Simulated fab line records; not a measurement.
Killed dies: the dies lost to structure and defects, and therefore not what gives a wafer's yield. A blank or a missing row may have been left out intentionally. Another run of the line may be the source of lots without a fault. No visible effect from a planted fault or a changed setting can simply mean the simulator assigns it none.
What tool caused it? | flow rit cmos | 14 lots, 42 wafers sampled, at 4 steps of a route of 202

## WHAT EACH GAUGE READ, for each wafer
RIT_PLDD_TW_MEAS_10.
lot  | measured    | on            | PLDD_TW
L424 | day 2 20:08 | film metro-04 | 2343 2334 2337
L425 | day 3 02:52 | film metro-03 | 2305 2306 2297
L426 | day 3 07:09 | film metro-01 | 2325 2344 2348
L427 | day 3 14:35 | film metro-04 | 2325 2310 2309
L428 | day 3 16:53 | film metro-04 | 2313 2325 2317
L429 | day 3 19:56 | film metro-01 | 2342 2338 2344
L430 | day 4 04:32 | film metro-01 | 2332 2330 2336
L431 | day 4 11:39 | film metro-04 | 2332 2326 2327
L432 | day 4 16:47 | film metro-01 | 2339 2352 2340
L433 | day 4 19:21 | film metro-01 | 2341 2349 2338
L434 | day 4 23:47 | film metro-01 | 2343 2336 2336
L443 | day 6 23:19 | film metro-01 | 2353 2370 2373
L445 | day 7 04:59 | film metro-03 | 2302 2312 2312
L447 | day 7 14:23 | film metro-04 | 2301 2322 2305

RIT_SILICIDE_THK_MEAS_03: measures by xrf.
lot  | measured    | on            | SILICIDE_TI_THK (nm)
L424 | day 3 02:58 | film metro-02 | 29.8 30.0 29.8
L425 | day 3 09:28 | film metro-01 | 30.1 30.1 29.8
L426 | day 3 14:09 | film metro-03 | 29.3 29.6 29.6
L427 | day 3 21:38 | film metro-02 | 30.0 30.2 30.0
L428 | day 3 23:37 | film metro-03 | 29.5 29.8 29.9
L429 | day 4 02:49 | film metro-01 | 29.5 29.6 29.8
L430 | day 4 11:53 | film metro-01 | 29.9 29.3 29.6
L431 | day 4 18:31 | film metro-03 | 30.1 30.0 29.8
L432 | day 4 23:38 | film metro-02 | 29.9 30.0 29.8
L433 | day 5 02:08 | film metro-01 | 29.6 30.0 29.5
L434 | day 5 06:47 | film metro-02 | 29.1 29.6 29.1
L443 | day 7 06:23 | film metro-01 | 30.7 31.3 31.0
L445 | day 7 11:49 | film metro-01 | 31.3 31.2 31.3
L447 | day 7 21:14 | film metro-02 | 29.6 30.1 30.0

## WHAT TOOL EACH LOT RAN ON (gives the tool, then ch and the chambers of the sampled wafers, and finally the start)
lot  | RIT_PLDD_STRIP_09                   | RIT_SPACER_ETCHBACK_05
L424 | plasma asher-01 ch 0, day 2 19:58   | rie diel-01 ch 2,3, day 2 22:32
L425 | plasma asher-03 ch 0,1, day 3 02:40 | rie diel-04 ch 1,2,3, day 3 05:16
L426 | plasma asher-02 ch 0,1, day 3 06:58 | rie diel-01 ch 0,1,3, day 3 09:49
L427 | plasma asher-01 ch 0,1, day 3 14:24 | rie diel-01 ch 1,2,3, day 3 16:58
L428 | plasma asher-01 ch 0,1, day 3 16:43 | rie diel-04 ch 1,3, day 3 19:18
L429 | plasma asher-01 ch 0,1, day 3 19:48 | rie diel-01 ch 0,1,3, day 3 22:19
L430 | plasma asher-01 ch 0,1, day 4 04:21 | rie diel-02 ch 1,2, day 4 07:07
L431 | plasma asher-02 ch 0,1, day 4 11:28 | rie diel-02 ch 0,1, day 4 14:03
L432 | plasma asher-02 ch 0,1, day 4 16:36 | rie diel-04 ch 0,1,3, day 4 19:13
L433 | plasma asher-02 ch 0,1, day 4 19:10 | rie diel-02 ch 0,1,3, day 4 21:45
L434 | plasma asher-03 ch 0, day 4 23:37   | rie diel-01 ch 0,1,3, day 5 02:11
L443 | plasma asher-02 ch 0,1, day 6 23:08 | rie diel-02 ch 0,1,2, day 7 01:43
L445 | plasma asher-02 ch 0,1, day 7 04:49 | rie diel-02 ch 1,2, day 7 07:23
L447 | plasma asher-03 ch 0,1, day 7 14:13 | rie diel-01 ch 0,1,3, day 7 16:48
- RIT_PLDD_STRIP_09: strips in O2, time 180 s.
- RIT_SPACER_ETCHBACK_05: etches Si3N4 in SF6/CHF3, stops on SiO2, target depth 250 nm, time 240 s.

## AS READ BY THE TOOLS THEMSELVES (means over the sampled wafers that have a number; for cases with no such wafer, the mark the record gives instead)
RIT_PLDD_STRIP_09.
lot  | tool            | chamber pressure mTorr (mTorr) | drypump motor current A (A)
L424 | plasma asher-01 | 4001                           | 5.9
L425 | plasma asher-03 | 4004                           | 5.6
L426 | plasma asher-02 | 4003                           | 6.1
L427 | plasma asher-01 | 3995                           | 5.6
L428 | plasma asher-01 | 4000                           | 5.2
L429 | plasma asher-01 | 3999                           | 5.2
L430 | plasma asher-01 | 3996                           | 5.2
L431 | plasma asher-02 | 3999                           | 6.0
L432 | plasma asher-02 | 3999                           | 6.0
L433 | plasma asher-02 | 4001                           | 6.3
L434 | plasma asher-03 | 4003                           | 5.7
L443 | plasma asher-02 | 4004                           | 6.0
L445 | plasma asher-02 | 4000                           | 6.3
L447 | plasma asher-03 | 4000                           | 5.6

RIT_SPACER_ETCHBACK_05.
lot  | tool        | chamber pressure mTorr (mTorr) | drypump motor current A (A) | oes product au (a.u.) | throttle valve pct (%)
L424 | rie diel-01 | 40.03                          | 6.2                         | 0.848                 | 10.25
L425 | rie diel-04 | 39.97                          | 5.6                         | 0.838                 | 10.36
L426 | rie diel-01 | 40.00                          | 6.2                         | 0.863                 | 10.35
L427 | rie diel-01 | 40.01                          | 6.2                         | 0.858                 | 10.26
L428 | rie diel-04 | 39.96                          | 5.5                         | 0.825                 | 10.31
L429 | rie diel-01 | 40.02                          | 6.3                         | 0.854                 | 10.34
L430 | rie diel-02 | 40.02                          | 5.9                         | 0.853                 | 10.41
L431 | rie diel-02 | 40.01                          | 5.2                         | 0.853                 | 10.45
L432 | rie diel-04 | 40.01                          | 5.3                         | 0.827                 | 10.27
L433 | rie diel-02 | 40.03                          | 5.5                         | 0.852                 | 10.40
L434 | rie diel-01 | 40.00                          | 6.3                         | 0.856                 | 10.35
L443 | rie diel-02 | 39.97                          | 5.5                         | 0.844                 | 10.38
L445 | rie diel-02 | 40.03                          | 5.7                         | 0.838                 | 10.32
L447 | rie diel-01 | 39.97                          | 6.3                         | 0.848                 | 10.34

## THE ANSWER, worked out from the rows above alone
Rule: usual is defined by the lots themselves. Put in order of their means at a reading, lots are off if they are a third of the lots or fewer, leave a main group of 4 or more, and stand apart from it by a gap of 3 or more times the standard deviation of the main group's means; of several such gaps the widest counts. The tables above print the reading to a certain number of digits; a main group whose means all agree to those digits is not used. Also off: a lot with no number at a reading for which 4 or more lots have one. Where the step has rows for the other lots, those lots are counted as sound. After the gauges, taken in route order, come the tools' own readings; for these a lot's mean is taken, as printed above. The first step at which some lot is off is used, and at that step the reading that is off furthest; a lot without a number counts as furthest.
Off: at RIT_SILICIDE_THK_MEAS_03 (SILICIDE_TI_THK), L443, L445. The main group: mean 29.8 nm, standard deviation 0.22.
If a tool, at a process step before that reading, ran all the lots that are off and no sound lot after the first of them, it fits. Gauges at RIT_SILICIDE_THK_MEAS_03: tried the same way as those tools. Can't be told from this: 3 tools fit, plasma asher-02 at RIT_PLDD_STRIP_09, rie diel-02 at RIT_SPACER_ETCHBACK_05, film metro-01 at RIT_SILICIDE_THK_MEAS_03.

## WHAT WAS PUT IN BY THE SIMULATOR
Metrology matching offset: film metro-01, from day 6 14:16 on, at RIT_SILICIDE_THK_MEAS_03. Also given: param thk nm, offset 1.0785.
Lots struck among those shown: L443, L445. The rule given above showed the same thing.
